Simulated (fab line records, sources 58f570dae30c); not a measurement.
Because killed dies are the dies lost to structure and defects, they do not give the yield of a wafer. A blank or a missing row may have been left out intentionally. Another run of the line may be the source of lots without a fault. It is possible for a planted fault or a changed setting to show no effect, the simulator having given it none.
The tool behind it: which one? ; flow berkeleyCmos170 ; 13 lots (39 wafers sampled), 1 step of a 331-step route

WHAT EACH GAUGE READ, for each wafer
UCB170_SILICIDE_THK_MEAS_03: measures by xrf. Usual: SILICIDE_TI_THK 29.8 nm, standard deviation 0.44.
lot;measured;on;SILICIDE_TI_THK (nm);flag
L467;day 7 01:15;filmMetro-03;30.6 29.7 30.7;
L469;day 7 14:39;filmMetro-03;29.6 29.2 30.1;
L471;day 8 00:58;filmMetro-04;29.2 29.9 29.1;
L470;day 8 01:55;filmMetro-04;29.5 29.9 30.7;
L473;day 8 18:32;filmMetro-04;30.3 31.0 30.5;
L472;day 8 21:18;filmMetro-04;29.3 30.0 30.1;
L477;day 9 00:53;filmMetro-04;29.9 30.2 30.1;
L476;day 9 01:50;filmMetro-03;29.9 29.4 29.4;
L475;day 9 03:17;filmMetro-03;29.6 29.6 30.2;
L482;day 10 08:06;filmMetro-01;30.3 30.1 29.4;
L488;day 11 03:27;filmMetro-03;30.1 30.0 29.8;
L490;day 11 03:38;filmMetro-01;29.4 30.0 29.5;
L489;day 11 03:39;filmMetro-04;28.6 29.6 28.7;

WHICH TOOL RAN EACH LOT (tool, then ch and the chambers of the sampled wafers, then the start)
No process step before these readings appears in the record.

AS READ BY THE TOOLS THEMSELVES (means over the sampled wafers that have a number; for cases with no such wafer, the mark the record gives instead)
The record holds no such reading with a usual standard deviation.

THE ANSWER, worked out from the rows above alone
Rule: take the mean of a lot's wafers that have a number; if it is more than 3 standard deviations from the usual mean, the lot is off. Also off: a lot with no number at a reading for which 4 or more lots have one. Where the step has rows for the other lots, those lots are counted as sound. The gauges are gone through in route order, then the tools' own readings, and for those a lot's mean is taken as printed above. The first step at which some lot is off is used, and at that step the reading that is off furthest; a lot without a number counts as furthest.
None of the lots is off at any reading shown; this tells nothing.

WHAT HAD BEEN PUT IN BY THE SIMULATOR
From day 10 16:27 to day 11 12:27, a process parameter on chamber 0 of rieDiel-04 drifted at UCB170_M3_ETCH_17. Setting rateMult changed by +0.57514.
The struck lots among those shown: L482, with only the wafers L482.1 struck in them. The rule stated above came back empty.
